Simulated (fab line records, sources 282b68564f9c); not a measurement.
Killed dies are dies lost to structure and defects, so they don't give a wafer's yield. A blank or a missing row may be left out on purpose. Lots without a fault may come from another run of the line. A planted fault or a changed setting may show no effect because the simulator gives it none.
A struck lot beside a sound one | flow rit_cmos | 15 steps out of a route of 202
Sound: wafers L657.3, L657.4, L657.5. Struck: wafer L668.5. (L668.2, L668.6 of the same lot were not struck and are left out.) The cause comes at the end.
At each step with rows: each side's tool, then ch and its chambers, then its first start. Under that, the readings that differ: sound wafers | struck wafers | difference of the means | sigmas: that difference in standard deviations of wafers without a fault.
alike: readings whose means differ by less than 2 such deviations, and words and numbers that are the same on both sides. not compared: withheld readings, readings that some wafer has no value for, bounds like >300 that may hide the same value, and numbers for which the record gives no deviation and whose values overlap.
The two part at a step that has a row with sigmas, a row that says differs or no value, or rows on one side only. Numbers that don't overlap but have no deviation are shown without sigmas and don't part them. A reading that every wafer of one side lacks parts them only if that side has two wafers or more.

RIT_SILICIDE_RTA_06: time 10 s, ramp up 5 s, ramp down 10 s.
  sound on rtp_anneal-01 ch 0, day 3 14:27; struck on rtp_anneal-02 ch 0, day 5 19:49
  alike: anneal_temp_c_max, wafer_temp_C_max
RIT_CONTACT_CVD_00: deposits SiO2 from TEOS, target thk 400 nm, time 61 s.
  sound on pecvd-03 ch 0,1,2, day 3 14:29; struck on pecvd-03 ch 2, day 5 19:52
  alike: heater_power_w, susceptor_temp_C
RIT_CONTACT_THK_MEAS_01:
  sound on film_metro-04, day 3 14:34; struck on film_metro-04, day 5 19:56
  alike: CONTACT_TEOS_THK
then, 6 steps without rows for these wafers: RIT_CONTACT_HMDS_02 (prime time 60 s); RIT_CONTACT_COAT_03 (resist thk 1000 nm); RIT_CONTACT_SOFTBAKE_04 (time 60 s); RIT_CONTACT_EXPOSE_05 (exposes mask M11, target cd 1000 nm); RIT_CONTACT_PEB_06; RIT_CONTACT_DEVELOP_07 (develop time 120 s).
RIT_CONTACT_CD_MEAS_08: target cd 1000 nm.
  sound on cd_sem-02, day 3 15:47; struck on cd_sem-02, day 5 21:06
  alike: cd_nm
RIT_CONTACT_OVL_MEAS_09:
  sound on overlay-02, day 3 15:53; struck on overlay-02, day 5 21:13
  reading          | sound       | struck | difference | sigmas
  CONTACT_OVL (nm) | 2.8 2.8 2.4 | 0.2    | -2.5       | -2
then, 1 step without rows for these wafers: RIT_CONTACT_HARDBAKE_10 (time 60 s).
RIT_CONTACT_ETCH_11: etches SiO2 in CHF3/CF4/Ar, stops on TiSi2, target depth 480 nm, time 320 s.
  sound on rie_diel-01 ch 0,1, day 3 16:04; struck on rie_diel-01 ch 3, day 5 21:23
  reading                                      | sound             | struck | difference | sigmas
  run_length_s (s)                             | 347.6 348.7 349.4 | 406.0  | +57.4      | +99 or more
  model.NOVOLAK_of_CONTACT_COAT_03.thk_nm (nm) | 772.8 763.6 766.8 | 749    | -19        |
  alike: cf4_flow_sccm, drypump_motor_current_A, oes_product_au, throttle_valve_pct
  not compared: rf_hours_counter_h
RIT_CONTACT_STRIP_12: strips in O2, time 180 s.
  sound on plasma_asher-04 ch 0,1, day 3 16:19; struck on plasma_asher-02 ch 0, day 5 21:35
  alike: drypump_motor_current_A
  not compared: rf_hours_counter_h
RIT_M1_PROBE_99:
  sound on prober-02, day 3 21:08; struck on prober-01, day 6 09:18
  alike: killed_at_M0_to_M3, killed_at_contacts, killed_at_front_end, killed_dies, killed_open, killed_short

WHERE THEY PART
First at RIT_CONTACT_OVL_MEAS_09; last, within this record, at RIT_CONTACT_ETCH_11. Later steps at which nothing parts them and some readings are alike: RIT_CONTACT_STRIP_12, RIT_M1_PROBE_99.

WHY: what the simulator had put in
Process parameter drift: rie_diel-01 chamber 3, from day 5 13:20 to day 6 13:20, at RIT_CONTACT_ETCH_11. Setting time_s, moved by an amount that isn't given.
